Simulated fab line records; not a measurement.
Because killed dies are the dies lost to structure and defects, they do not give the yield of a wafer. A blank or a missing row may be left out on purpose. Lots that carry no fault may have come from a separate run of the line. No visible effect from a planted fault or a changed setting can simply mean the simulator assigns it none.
Chamber matching :: flow berkeley_cmos170 :: rie_diel-04 running UCB170_V1_ETCH_14: 4 sister chambers
The step etches SiO2 in CHF3/CF4/Ar, stops on Al, target depth 1250 nm, time 291 s. 16 wafers are shown with their chamber, then 8 later ones without.

== WAFERS, EACH WITH ITS CHAMBER ==
wafer: L279.1
chamber: 2
throttle_valve_pct (%): 6.78
oes_product_au (a.u.): 0.901

wafer: L279.4
chamber: 0
throttle_valve_pct (%): 7.01
oes_product_au (a.u.): 0.890

wafer: L279.6
chamber: 2
throttle_valve_pct (%): 6.78
oes_product_au (a.u.): 0.901

wafer: L280.1
chamber: 0
throttle_valve_pct (%): 7.01
oes_product_au (a.u.): 0.897

wafer: L280.2
chamber: 1
throttle_valve_pct (%): 6.85
oes_product_au (a.u.): 0.878

wafer: L280.4
chamber: 3
throttle_valve_pct (%): 6.89
oes_product_au (a.u.): 0.858

wafer: L281.1
chamber: 3
throttle_valve_pct (%): 6.89
oes_product_au (a.u.): 0.858

wafer: L281.3
chamber: 0
throttle_valve_pct (%): 7.02
oes_product_au (a.u.): 0.888

wafer: L281.5
chamber: 0
throttle_valve_pct (%): 7.02
oes_product_au (a.u.): 0.898

wafer: L295.3
chamber: 1
throttle_valve_pct (%): 6.84
oes_product_au (a.u.): 0.879

wafer: L295.4
chamber: 0
throttle_valve_pct (%): 7.01
oes_product_au (a.u.): 0.894

wafer: L295.5
chamber: 1
throttle_valve_pct (%): 6.84
oes_product_au (a.u.): 0.872

wafer: L297.1
chamber: 3
throttle_valve_pct (%): 6.89
oes_product_au (a.u.): 0.865

wafer: L297.3
chamber: 0
throttle_valve_pct (%): 7.00
oes_product_au (a.u.): 0.894

wafer: L297.5
chamber: 0
throttle_valve_pct (%): 7.00
oes_product_au (a.u.): 0.894

wafer: L298.1
chamber: 0
throttle_valve_pct (%): 7.02
oes_product_au (a.u.): 0.889

SIGNATURES (averages over the wafers above)
reading: throttle_valve_pct
chamber 0: 7.0112
chamber 1: 6.8433
chamber 2: 6.7800
chamber 3: 6.8900
scatter within a chamber: 0.0068

reading: oes_product_au
chamber 0: 0.89300
chamber 1: 0.87633
chamber 2: 0.90100
chamber 3: 0.86033
scatter within a chamber: 0.0036
Rule: for each reading, subtract the chamber's mean from the wafer's reading, divide by that reading's scatter and square the result; add these up over the readings and take the root, which gives the wafer's distance from the chamber. The wafer belongs to the nearest chamber; if the next one is less than 2 further off, it can't be placed. How the scatter is found: for the shown wafers, subtract from each reading the mean of its chamber, square and add these, divide the total by (wafers less chambers), then take the root.

== WAFERS WHOSE CHAMBER IS MISSING ==
wafer: L298.3
throttle_valve_pct (%): 6.89
oes_product_au (a.u.): 0.862

wafer: L298.5
throttle_valve_pct (%): 6.78
oes_product_au (a.u.): 0.873

wafer: L299.1
throttle_valve_pct (%): 6.85
oes_product_au (a.u.): 0.894

wafer: L299.3
throttle_valve_pct (%): 7.00
oes_product_au (a.u.): 0.895

wafer: L299.6
throttle_valve_pct (%): 6.85
oes_product_au (a.u.): 0.884

wafer: L302.1
throttle_valve_pct (%): 6.88
oes_product_au (a.u.): 0.872

wafer: L302.4
throttle_valve_pct (%): 6.85
oes_product_au (a.u.): 0.878

wafer: L302.5
throttle_valve_pct (%): 7.00
oes_product_au (a.u.): 0.890

== THE CHAMBER EACH PASSED THROUGH ==
wafer: L298.3
from the rows above: 3
in truth: 3

wafer: L298.5
from the rows above: can't be placed: 2 or 1
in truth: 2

wafer: L299.1
from the rows above: 1
in truth: 1

wafer: L299.3
from the rows above: 0
in truth: 0

wafer: L299.6
from the rows above: 1
in truth: 1

wafer: L302.1
from the rows above: can't be placed: 3 or 1
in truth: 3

wafer: L302.4
from the rows above: 1
in truth: 1

wafer: L302.5
from the rows above: 0
in truth: 0
Correct placement for 6 of the 8. Cannot be placed on the basis of these rows: 2; the candidates contain the true chamber in 2. Placed wrongly: 0.
